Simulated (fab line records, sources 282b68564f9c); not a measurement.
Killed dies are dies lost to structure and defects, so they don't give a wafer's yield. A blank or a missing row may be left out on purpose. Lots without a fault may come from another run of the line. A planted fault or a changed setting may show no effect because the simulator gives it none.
Split-lot experiment | flow rit_cmos | 5 lots, 23 wafers read, on a route of 202 steps

THE SPLIT
At RIT_NWELL_IMPLANT_08, the setting dose_cm2 was moved away from the recipe's 5e+13 on 5 of the 23 wafers read, by -3.0% to +6.3%. The other wafers ran this setting at the recipe's value.

FROM THE SPLIT TO THE READING: what the file shows between them, 8 steps
- RIT_PWELL_COAT_01: resist thk 1300 nm (also split here: spin_rpm)
- RIT_PWELL_SOFTBAKE_02: time 57.01 s
- RIT_PWELL_EXPOSE_03: exposes mask M3, target cd 43700 nm
- RIT_PWELL_DEVELOP_05: develop time 68 s
- RIT_PWELL_HARDBAKE_07: time 120 s
- RIT_PWELL_IMPLANT_08
- RIT_PWELL_STRIP_09: strips in O2, time 180 s
- RIT_WELLDRIVE_ANNEAL_00: time 14700 s

THE READING
NWELL_RS, in ohm/sq, at RIT_WELLDRIVE_RS_MEAS_01 (measures by four-point-probe). Fault-free wafers of this fab line usually give 275.4 ohm/sq, standard deviation 0.77 ohm/sq.

wafer  | tool, chamber at the split | dose_cm2 as run | against the recipe | NWELL_RS, ohm/sq | against lot-mates on the recipe
L074.1 | implanter-03, 0            | 5e+13           | recipe             | 275.4            | -
L074.2 | implanter-03, 0            | 5e+13           | recipe             | 274.5            | -
L074.4 | implanter-03, 0            | 5e+13           | recipe             | 276.3            | -
L074.5 | implanter-03, 0            | 5e+13           | recipe             | 274.8            | -
L074.6 | implanter-03, 0            | 5e+13           | recipe             | 274.5            | -
L075.1 | implanter-01, 0            | 5e+13           | recipe             | 276.3            | -
L075.3 | implanter-01, 0            | 5e+13           | recipe             | 276.4            | -
L075.4 | implanter-01, 0            | 5e+13           | recipe             | 275.2            | -
L075.5 | implanter-01, 0            | 5e+13           | recipe             | 276.2            | -
L075.6 | implanter-01, 0            | 5e+13           | recipe             | 275.9            | -
L076.2 | implanter-02, 0            | 5e+13           | recipe             | 275.7            | -
L076.3 | implanter-02, 0            | 5e+13           | recipe             | 276.2            | -
L076.5 | implanter-02, 0            | 5e+13           | recipe             | 276.5            | -
L081.1 | implanter-01, 0            | 5e+13           | recipe             | 274.3            | -
L081.2 | implanter-01, 0            | 5e+13           | recipe             | 275.3            | -
L081.3 | implanter-01, 0            | 5e+13           | recipe             | 274.9            | -
L081.5 | implanter-01, 0            | 5.313e+13       | +6.3%              | 264.8            | -10.0
L081.6 | implanter-01, 0            | 5.313e+13       | +6.3%              | 264.3            | -10.5
L084.1 | implanter-01, 0            | 4.848e+13       | -3.0%              | 280.3            | +5.2
L084.2 | implanter-01, 0            | 5e+13           | recipe             | 274.6            | -
L084.3 | implanter-01, 0            | 4.848e+13       | -3.0%              | 281.2            | +6.1
L084.4 | implanter-01, 0            | 4.848e+13       | -3.0%              | 281.2            | +6.1
L084.6 | implanter-01, 0            | 5e+13           | recipe             | 275.6            | -

THE FIT
A straight line over all 23 wafers: NWELL_RS changes by -1.76 ohm/sq for each +1% of dose_cm2; r = -0.98; the points scatter about the line by 0.7 ohm/sq.
The same after taking each lot's own level away (the mean of its wafers on the recipe; 23 wafers): -1.72 ohm/sq for each +1%; r = -0.99; scatter 0.55 ohm/sq.
On that fit, the largest move of dose_cm2 shifts the reading by 11 ohm/sq.
The lots' own levels span 274.83 to 276.13 ohm/sq, that is 1.7 times the standard deviation above.
So the lot-to-lot level changes the slope little: the two slopes agree.
Check: with one of the wafers moved furthest among these (+6.3%) left out of the fit, the line predicts -11 ohm/sq for it against its lot-mates. It came out at -10 ohm/sq against them.

OTHER SPLITS ON THESE WAFERS
These wafers also went through other splits before the reading. Each is held against what the fit with the lots' levels taken away leaves over:
other split on the same wafers    | wafers away from the commonest value | r with NWELL_RS (lot level and that fit taken away)
RIT_ACTIVE_OXIDATION_01 ox_time_s | 10                                   | +0.05
RIT_PWELL_COAT_01 spin_rpm        | 8                                    | -0.32

THE FILE'S OWN FIT
NWELL_RS changes by -1.69 ohm/sq for each +1% of dose_cm2, r = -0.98.
